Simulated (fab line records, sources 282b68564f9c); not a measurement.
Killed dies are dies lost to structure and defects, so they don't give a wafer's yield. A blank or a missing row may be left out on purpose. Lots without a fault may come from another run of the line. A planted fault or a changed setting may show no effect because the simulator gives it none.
A struck lot beside a sound one | flow rit_cmos | 20 steps out of a route of 202
Sound: wafers L127.3, L127.4, L127.5. Struck: wafers L145.3, L145.5, L145.6. The cause comes at the end.
At each step with rows: each side's tool, then ch and its chambers, then its first start. Under that, the readings that differ: sound wafers | struck wafers | difference of the means | sigmas: that difference in standard deviations of wafers without a fault.
alike: readings whose means differ by less than 2 such deviations, and words and numbers that are the same on both sides. not compared: withheld readings, readings that some wafer has no value for, bounds like >300 that may hide the same value, and numbers for which the record gives no deviation and whose values overlap.
The two part at a step that has a row with sigmas, a row that says differs or no value, or rows on one side only. Numbers that don't overlap but have no deviation are shown without sigmas and don't part them. A reading that every wafer of one side lacks parts them only if that side has two wafers or more.

first, 2 steps without rows for these wafers: RIT_NWELL_HARDBAKE_07 (time 120 s); RIT_NWELL_IMPLANT_08.
RIT_NWELL_STRIP_09: strips in O2, time 180 s.
  sound on plasma_asher-03 ch 0,1, day 2 07:02; struck on plasma_asher-02 ch 0,1, day 5 21:52
  alike: drypump_motor_current_A
  not compared: rf_hours_counter_h
RIT_NWELL_TW_MEAS_10:
  sound on film_metro-01, day 2 07:10; struck on film_metro-01, day 5 22:01
  alike: NWELL_TW
then, 6 steps without rows for these wafers: RIT_PWELL_HMDS_00 (prime time 60 s); RIT_PWELL_COAT_01 (resist thk 1300 nm); RIT_PWELL_SOFTBAKE_02 (time 60 s); RIT_PWELL_EXPOSE_03 (exposes mask M3, target cd 43700 nm); RIT_PWELL_PEB_04; RIT_PWELL_DEVELOP_05 (develop time 68 s).
RIT_PWELL_OVL_MEAS_06:
  sound on overlay-01, day 2 08:10; struck on overlay-01, day 5 23:04
  alike: PWELL_OVL
then, 1 step without rows for these wafers: RIT_PWELL_HARDBAKE_07 (time 120 s).
RIT_PWELL_IMPLANT_08:
  sound on implanter-03 ch 0, day 2 08:31; struck on implanter-01 ch 0, day 5 23:27
  reading            | sound                         | struck                        | difference | sigmas
  dose_ions_cm2      | 7.019e+13 7.012e+13 7.023e+13 | 9.947e+13 9.941e+13 9.954e+13 | +2.929e+13 | +99 or more
  faraday_current_uA | 223 222 229                   | 325 299 317                   | +89        | +22
  alike: beam_energy_keV, tilt_deg
RIT_PWELL_STRIP_09: strips in O2, time 180 s.
  sound on plasma_asher-01 ch 0,1, day 2 08:40; struck on plasma_asher-02 ch 0,1, day 5 23:42
  reading                     | sound       | struck      | difference | sigmas
  drypump_motor_current_A (A) | 4.6 5.2 4.6 | 5.8 5.9 5.8 | +1.0       | +2
  not compared: rf_hours_counter_h
RIT_PWELL_TW_MEAS_10:
  sound on film_metro-03, day 2 08:49; struck on film_metro-02, day 5 23:50
  reading  | sound       | struck         | difference | sigmas
  PWELL_TW | 964 969 967 | 1070 1073 1063 | +102       | +20
then, 1 step without rows for these wafers: RIT_WELLDRIVE_ANNEAL_00 (time 14700 s).
RIT_WELLDRIVE_RS_MEAS_01: measures by four-point-probe.
  sound on film_metro-01, day 2 13:58; struck on film_metro-02, day 6 05:00
  alike: NWELL_RS
RIT_WELLDRIVE_RS_MEAS_02: measures by four-point-probe.
  sound on film_metro-01, day 2 14:05; struck on film_metro-02, day 6 05:07
  reading           | sound             | struck            | difference | sigmas
  PWELL_RS (ohm/sq) | 430.8 430.7 428.8 | 345.1 345.1 346.1 | -84.7      | -71
then, 1 step without rows for these wafers: RIT_NRETRO_HMDS_00 (prime time 60 s).
RIT_M1_PROBE_99:
  sound on prober-01, day 3 18:18; struck on prober-02, day 7 09:17
  reading                             | sound             | struck            | difference | sigmas
  model.etest.nmos_0p3.r_on_ohm_um    | 2200 2192 2188    | 2471 2376 2434    | +234       |
  model.etest.nmos_0p15.r_on_ohm_um   | 1131 1166 1148    | 1250 1233 1254    | +97        |
  model.etest.pwell_pinched.rs_ohm_sq | 453.1 453.6 450.3 | 363.3 361.8 358.1 | -91.3      |
  model.etest.pwell.rs_ohm_sq         | 417.1 416.9 411.9 | 330.1 329.4 327.7 | -86.2      |
  model.etest.nmos_turned.drive_ua_um | 306 301 301.7     | 231 242.2 230.8   | -68        |
  model.etest.nmos_0p15.drive_ua_um   | 461.2 448.5 456.7 | 383.6 402.6 393.3 | -62.3      |
  model.etest.nmos_narrow.drive_ua_um | 216.6 218.7 218.9 | 176.6 189.7 179.4 | -36.2      |
  model.etest.nmos_0p3.drive_ua_um    | 221.5 216.9 219.8 | 176.7 187.3 180.1 | -38.0      |
  alike: killed_at_front_end, killed_dies, killed_open, killed_short

WHERE THEY PART
First at RIT_PWELL_IMPLANT_08; last, within this record, at RIT_WELLDRIVE_RS_MEAS_02. Later steps at which nothing parts them and some readings are alike: RIT_M1_PROBE_99.

WHY: what the simulator had put in
Process parameter drift: implanter-01, from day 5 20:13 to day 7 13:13, at RIT_PWELL_IMPLANT_08. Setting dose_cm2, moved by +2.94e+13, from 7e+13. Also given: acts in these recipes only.
